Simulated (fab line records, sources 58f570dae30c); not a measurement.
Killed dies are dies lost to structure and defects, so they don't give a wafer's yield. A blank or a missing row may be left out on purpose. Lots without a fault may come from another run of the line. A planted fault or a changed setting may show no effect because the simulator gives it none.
A struck lot beside a sound one | flow berkeley_cmos170 | 14 steps out of a route of 331
Sound: wafers L992.2, L992.3, L992.5. Struck: wafers L977.1, L977.2, L977.5. The cause comes at the end.
At each step with rows: each side's tool, then ch and its chambers, then its first start. Under that, the readings that differ: sound wafers | struck wafers | difference of the means | sigmas: that difference in standard deviations of wafers without a fault.
alike: readings whose means differ by less than 2 such deviations, and words and numbers that are the same on both sides. not compared: withheld readings, readings that some wafer has no value for, bounds like >300 that may hide the same value, and numbers for which the record gives no deviation and whose values overlap.
The two part at a step that has a row with sigmas, a row that says differs or no value, or rows on one side only. Numbers that don't overlap but have no deviation are shown without sigmas and don't part them. A reading that every wafer of one side lacks parts them only if that side has two wafers or more.

first, 3 steps without rows for these wafers: UCB170_NVT_EXPOSE_03 (exposes mask PWELL, target cd 3000 nm); UCB170_NVT_PEB_04; UCB170_NVT_DEVELOP_05 (develop time 45 s).
UCB170_NVT_OVL_MEAS_06:
  sound on overlay-02, day 10 17:58; struck on overlay-02, day 8 10:07
  reading      | sound   | struck    | difference | sigmas
  NVT_OVL (nm) | 15 16 9 | -4 -12 -6 | -21        | -3
then, 1 step without rows for these wafers: UCB170_NVT_IMPLANT_07.
UCB170_NVT_STRIP_08: strips in O2.
  sound on plasma_asher-02 ch 0,1, day 10 18:08; struck on plasma_asher-02 ch 0,1, day 8 10:18
  reading                      | sound             | struck            | difference | sigmas
  strip_time_to_endpoint_s (s) | 21.71 21.76 21.73 | 21.58 21.63 21.52 | -0.16      | -2
  alike: drypump_motor_current_A, oes_product_au
  not compared: rf_hours_counter_h
UCB170_NVT_TW_MEAS_09:
  sound on film_metro-03, day 10 18:15; struck on film_metro-04, day 8 10:24
  alike: NVT_TW
then, 5 steps without rows for these wafers: UCB170_NVT_CLEAN_10 (cleans in SPM, time 600 s); UCB170_PVT_HMDS_00 (prime time 60 s); UCB170_PVT_COAT_01 (resist thk 900 nm); UCB170_PVT_SOFTBAKE_02 (time 60 s); UCB170_PVT_EXPOSE_03 (exposes mask NWELL, target cd 3000 nm).
UCB170_PVT_PEB_04:
  sound on litho_track-02 ch 0, day 10 19:44; struck on litho_track-01, day 8 12:29
  no value came back on the struck wafers for chill_plate_temp_C (C), exhaust_pa (Pa); on the sound wafers chill_plate_temp_C (C) reads 23.09 23.11 23.08
then, 1 step without rows for these wafers: UCB170_PVT_DEVELOP_05 (develop time 45 s).

WHERE THEY PART
First at UCB170_NVT_OVL_MEAS_06; last, within this record, at UCB170_PVT_PEB_04.

WHY: what the simulator had put in
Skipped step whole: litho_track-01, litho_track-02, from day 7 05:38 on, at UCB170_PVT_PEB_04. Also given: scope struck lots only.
